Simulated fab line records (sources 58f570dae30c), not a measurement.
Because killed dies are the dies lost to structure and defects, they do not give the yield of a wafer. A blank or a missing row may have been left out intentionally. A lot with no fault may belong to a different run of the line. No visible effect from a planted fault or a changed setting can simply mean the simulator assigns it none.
The tool behind it: which one? | flow berkeley_cmos170 | route of 331 steps, sampled at 1 step: 6 lots, 18 wafers

== WHAT THE GAUGES SHOWED, per wafer ==
UCB170_V1_CD_MEAS_12: target cd 700 nm.
lot  | measured     | on        | cd_nm (nm)
L697 | day 8 07:14  | cd_sem-02 | 698.8 700.3 698.9
L709 | day 11 05:04 | cd_sem-01 | 702.1 701.4 701.3
L710 | day 11 09:18 | cd_sem-01 | 704.3 703.1 704.0
L712 | day 12 09:04 | cd_sem-01 | 699.0 699.2 699.3
L713 | day 12 16:41 | cd_sem-02 | 700.9 698.9 700.3
L718 | day 13 19:18 | cd_sem-01 | 699.0 700.1 700.4

== TOOL THAT RAN EACH LOT (tool first, then ch and the chambers of the sampled wafers, then the start) ==
Before these readings, the record contains no process step.

== THE ANSWER, worked out from the rows above alone ==
Rule: the lots themselves supply what counts as usual. The widest of any qualifying gaps counts: lots, ordered by their means at a reading, are off when they make up no more than a third of the lots, leave a main group of 4 or more, and stand apart from it by 3 or more times the standard deviation of that group's means. Not used: any main group whose means are identical at the precision the tables above print for the reading. Also off: a lot with no number at a reading for which 4 or more lots have one. Where the step has rows for the other lots, those lots are counted as sound.
Off, at UCB170_V1_CD_MEAS_12 on cd_nm: L709, L710. For the main group the mean is 699.6 nm and the standard deviation 0.35.
A tool fits if, at a process step before that reading, it ran every lot that is off, and no sound lot after the first of them. The gauges at UCB170_V1_CD_MEAS_12 are tried like those tools. Of those tried, none fits.

== WHAT THE SIMULATOR PUT IN ==
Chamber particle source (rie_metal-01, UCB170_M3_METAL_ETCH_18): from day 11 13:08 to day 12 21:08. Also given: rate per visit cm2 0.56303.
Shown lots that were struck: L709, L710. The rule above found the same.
